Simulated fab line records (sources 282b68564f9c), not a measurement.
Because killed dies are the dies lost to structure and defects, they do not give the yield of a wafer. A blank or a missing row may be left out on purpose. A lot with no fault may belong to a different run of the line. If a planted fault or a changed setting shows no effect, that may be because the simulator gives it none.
Lot-split experiment :: flow rit cmos :: 23 wafers read across 5 lots, on a route 202 steps long

## ABOUT THE SPLIT
At RIT_ACTIVE_CVD_03 (deposits Si3N4 from SiH2Cl2/NH3, target thk 150 nm, time 1500 s), the setting sih2cl2 flow sccm was moved away from the recipe's 60 sccm on 20 of the 23 wafers read, by -8.0% to +5.4%. The other wafers ran this setting at the recipe's value.

The split's own step is where the reading is taken.

## THE READING
Si3N4_of_ACTIVE_CVD_03.thk nm (the simulator's own value, which no gauge read), in nm, at RIT_ACTIVE_CVD_03 (deposits Si3N4 from SiH2Cl2/NH3, target thk 150 nm, time 1500 s). There is no usual value for it anywhere in the file. The 3 wafers here that ran the recipe average 150.8 nm, standard deviation 0.33 nm.

wafer: L074.1
tool, chamber at the split: -, -
sih2cl2 flow sccm as run, sccm: 63.21
against the recipe: +5.4%
Si3N4_of_ACTIVE_CVD_03.thk nm, nm: 151.5
against lot-mates on the recipe: no lot-mate on the recipe

wafer: L074.2
tool, chamber at the split: -, -
sih2cl2 flow sccm as run, sccm: 63.21
against the recipe: +5.4%
Si3N4_of_ACTIVE_CVD_03.thk nm, nm: 153.3
against lot-mates on the recipe: no lot-mate on the recipe

wafer: L074.3
tool, chamber at the split: -, -
sih2cl2 flow sccm as run, sccm: 63.21
against the recipe: +5.4%
Si3N4_of_ACTIVE_CVD_03.thk nm, nm: 152.9
against lot-mates on the recipe: no lot-mate on the recipe

wafer: L074.5
tool, chamber at the split: -, -
sih2cl2 flow sccm as run, sccm: 63.21
against the recipe: +5.4%
Si3N4_of_ACTIVE_CVD_03.thk nm, nm: 152.6
against lot-mates on the recipe: no lot-mate on the recipe

wafer: L074.6
tool, chamber at the split: -, -
sih2cl2 flow sccm as run, sccm: 63.21
against the recipe: +5.4%
Si3N4_of_ACTIVE_CVD_03.thk nm, nm: 152
against lot-mates on the recipe: no lot-mate on the recipe

wafer: L077.1
tool, chamber at the split: lpcvd-02, 0
sih2cl2 flow sccm as run, sccm: 60
against the recipe: recipe
Si3N4_of_ACTIVE_CVD_03.thk nm, nm: 150.3
against lot-mates on the recipe: -

wafer: L077.2
tool, chamber at the split: lpcvd-02, 0
sih2cl2 flow sccm as run, sccm: 60
against the recipe: recipe
Si3N4_of_ACTIVE_CVD_03.thk nm, nm: 151
against lot-mates on the recipe: -

wafer: L077.5
tool, chamber at the split: lpcvd-02, 0
sih2cl2 flow sccm as run, sccm: 60
against the recipe: recipe
Si3N4_of_ACTIVE_CVD_03.thk nm, nm: 151
against lot-mates on the recipe: -

wafer: L079.1
tool, chamber at the split: -, -
sih2cl2 flow sccm as run, sccm: 56.62
against the recipe: -5.6%
Si3N4_of_ACTIVE_CVD_03.thk nm, nm: 148.8
against lot-mates on the recipe: no lot-mate on the recipe

wafer: L079.3
tool, chamber at the split: -, -
sih2cl2 flow sccm as run, sccm: 56.62
against the recipe: -5.6%
Si3N4_of_ACTIVE_CVD_03.thk nm, nm: 147.4
against lot-mates on the recipe: no lot-mate on the recipe

wafer: L079.4
tool, chamber at the split: -, -
sih2cl2 flow sccm as run, sccm: 56.62
against the recipe: -5.6%
Si3N4_of_ACTIVE_CVD_03.thk nm, nm: 147.9
against lot-mates on the recipe: no lot-mate on the recipe

wafer: L079.5
tool, chamber at the split: -, -
sih2cl2 flow sccm as run, sccm: 56.62
against the recipe: -5.6%
Si3N4_of_ACTIVE_CVD_03.thk nm, nm: 148.4
against lot-mates on the recipe: no lot-mate on the recipe

wafer: L079.6
tool, chamber at the split: -, -
sih2cl2 flow sccm as run, sccm: 56.62
against the recipe: -5.6%
Si3N4_of_ACTIVE_CVD_03.thk nm, nm: 147.1
against lot-mates on the recipe: no lot-mate on the recipe

wafer: L084.1
tool, chamber at the split: -, -
sih2cl2 flow sccm as run, sccm: 55.22
against the recipe: -8.0%
Si3N4_of_ACTIVE_CVD_03.thk nm, nm: 145.6
against lot-mates on the recipe: no lot-mate on the recipe

wafer: L084.2
tool, chamber at the split: -, -
sih2cl2 flow sccm as run, sccm: 55.22
against the recipe: -8.0%
Si3N4_of_ACTIVE_CVD_03.thk nm, nm: 146
against lot-mates on the recipe: no lot-mate on the recipe

wafer: L084.3
tool, chamber at the split: -, -
sih2cl2 flow sccm as run, sccm: 55.22
against the recipe: -8.0%
Si3N4_of_ACTIVE_CVD_03.thk nm, nm: 145
against lot-mates on the recipe: no lot-mate on the recipe

wafer: L084.4
tool, chamber at the split: -, -
sih2cl2 flow sccm as run, sccm: 55.22
against the recipe: -8.0%
Si3N4_of_ACTIVE_CVD_03.thk nm, nm: 147
against lot-mates on the recipe: no lot-mate on the recipe

wafer: L084.6
tool, chamber at the split: -, -
sih2cl2 flow sccm as run, sccm: 55.22
against the recipe: -8.0%
Si3N4_of_ACTIVE_CVD_03.thk nm, nm: 144.6
against lot-mates on the recipe: no lot-mate on the recipe

wafer: L085.1
tool, chamber at the split: -, -
sih2cl2 flow sccm as run, sccm: 57.51
against the recipe: -4.1%
Si3N4_of_ACTIVE_CVD_03.thk nm, nm: 148.3
against lot-mates on the recipe: no lot-mate on the recipe

wafer: L085.2
tool, chamber at the split: -, -
sih2cl2 flow sccm as run, sccm: 57.51
against the recipe: -4.1%
Si3N4_of_ACTIVE_CVD_03.thk nm, nm: 147.4
against lot-mates on the recipe: no lot-mate on the recipe

wafer: L085.3
tool, chamber at the split: -, -
sih2cl2 flow sccm as run, sccm: 57.51
against the recipe: -4.1%
Si3N4_of_ACTIVE_CVD_03.thk nm, nm: 149.7
against lot-mates on the recipe: no lot-mate on the recipe

wafer: L085.5
tool, chamber at the split: -, -
sih2cl2 flow sccm as run, sccm: 57.51
against the recipe: -4.1%
Si3N4_of_ACTIVE_CVD_03.thk nm, nm: 149.5
against lot-mates on the recipe: no lot-mate on the recipe

wafer: L085.6
tool, chamber at the split: -, -
sih2cl2 flow sccm as run, sccm: 57.51
against the recipe: -4.1%
Si3N4_of_ACTIVE_CVD_03.thk nm, nm: 148.4
against lot-mates on the recipe: no lot-mate on the recipe

FIT RESULTS
A straight line over all 23 wafers: Si3N4_of_ACTIVE_CVD_03.thk nm changes by +0.484 nm for each +1% of sih2cl2 flow sccm; r = +0.94; the points scatter about the line by 0.91 nm.
Too few moved wafers have a lot-mate on the recipe to fit a line with each lot's own level taken away.

## FILE'S OWN FIT
Si3N4_of_ACTIVE_CVD_03.thk nm changes by +0.485 nm for each +1% of sih2cl2 flow sccm, r = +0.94.
